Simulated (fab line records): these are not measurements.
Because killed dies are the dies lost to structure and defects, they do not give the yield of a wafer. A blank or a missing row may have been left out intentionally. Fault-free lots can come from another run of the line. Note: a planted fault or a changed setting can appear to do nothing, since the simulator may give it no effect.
Comparing a struck lot with a sound one :: flow rit cmos :: 16 steps out of a route of 202
Sound: wafers L540.3, L540.5, L540.6. Struck: wafers L555.1, L555.5, L555.6. The cause comes at the end.
For every step that has rows: the tool of each side, followed by ch and its chambers, followed by its first start. Under that, the readings that differ: sound wafers :: struck wafers :: difference of the means :: sigmas: that difference in standard deviations of wafers without a fault.
alike: words and numbers the same on both sides, and readings whose means are apart by under 2 such deviations; not compared: readings that were withheld, readings missing a value for some wafer, numbers with overlapping values and no deviation given by the record, and bounds like >300 which may hide the same value.
The two part at a step that has a row with sigmas, a row that says differs or no value, or rows on one side only. Non-overlapping numbers with no deviation appear without sigmas and do not part them. A reading missing from all wafers of one side parts the sides only when that side holds two or more wafers.

RIT_ACTIVE_BOW_MEAS_00:
  sound on film metro-03, day 1 10:02; struck on film metro-03, day 4 13:00
  alike: INCOMING_BOW
then, 1 step without rows for these wafers: RIT_ACTIVE_OXIDATION_01 (target thk 46.8 nm, ox time 3360 s).
RIT_ACTIVE_THK_MEAS_02:
  sound on film metro-01, day 1 13:08; struck on film metro-01, day 4 15:14
reading: ACTIVE_OXIDE_THK (nm)
sound: 44.4 44.7 44.1
struck: 48.4 48.2 47.7
difference: +3.7
sigmas: +4
then, 1 step without rows for these wafers: RIT_ACTIVE_CVD_03 (deposits Si3N4 from SiH2Cl2/NH3, target thk 150 nm, time 1500 s).
RIT_ACTIVE_THK_MEAS_04:
  sound on film metro-04, day 1 14:37; struck on film metro-01, day 4 16:42
  alike: ACTIVE_NITRIDE_THK
then, 3 steps without rows for these wafers: RIT_ACTIVE_HMDS_05 (prime time 60 s); RIT_ACTIVE_COAT_06 (resist thk 1000 nm); RIT_ACTIVE_SOFTBAKE_07 (time 60 s).
RIT_ACTIVE_EXPOSE_08: exposes mask M1, target cd 1400 nm.
  sound on iline stepper-02 ch 0, day 1 15:16; struck on iline stepper-02 ch 0, day 4 17:20
reading: exposure dose mJ cm2
sound: 224.97 224.93 224.78
struck: 222.02 222.29 221.94
difference: -2.81
sigmas: -13
  alike: mask
then, 2 steps without rows for these wafers: RIT_ACTIVE_PEB_09; RIT_ACTIVE_DEVELOP_10 (develop time 50 s).
RIT_ACTIVE_CD_MEAS_11: the cd target is 1400 nm.
  sound on cd sem-01, day 1 15:40; struck on cd sem-02, day 4 17:52
reading: cd nm (nm)
sound: 1400.8 1398.8 1401.4
struck: 1388.3 1393.8 1380.3
difference: -12.9
sigmas: -6
then, 1 step without rows for these wafers: RIT_ACTIVE_HARDBAKE_12 (time 60 s).
RIT_ACTIVE_ETCH_13: etches Si3N4 in SF6, stops on SiO2, time 210 s, target depth 210 nm.
  sound on rie diel-02 ch 0,1, day 1 15:54; struck on rie diel-01 ch 0,1, day 4 18:08
  alike: drypump motor current A, oes product au, throttle valve pct
  not compared: rf hours counter h, model.ACTIVE.cd nm
RIT_ACTIVE_STRIP_14: strips in O2, time 180 s.
  sound on plasma asher-03 ch 0,1, day 1 16:05; struck on plasma asher-03 ch 0,1, day 4 18:17
  alike: drypump motor current A
  not compared: rf hours counter h
RIT_M1_PROBE_99:
  sound on prober-02, day 3 14:04; struck on prober-01, day 6 13:47
  alike: killed at contacts, killed at front end, killed dies, killed open, killed short

## WHERE THEY PART
First at RIT_ACTIVE_THK_MEAS_02; last, within this record, at RIT_ACTIVE_CD_MEAS_11. Later steps at which nothing parts them and some readings are alike: RIT_ACTIVE_ETCH_13, RIT_ACTIVE_STRIP_14, RIT_M1_PROBE_99.

WHY: what the simulator had put in
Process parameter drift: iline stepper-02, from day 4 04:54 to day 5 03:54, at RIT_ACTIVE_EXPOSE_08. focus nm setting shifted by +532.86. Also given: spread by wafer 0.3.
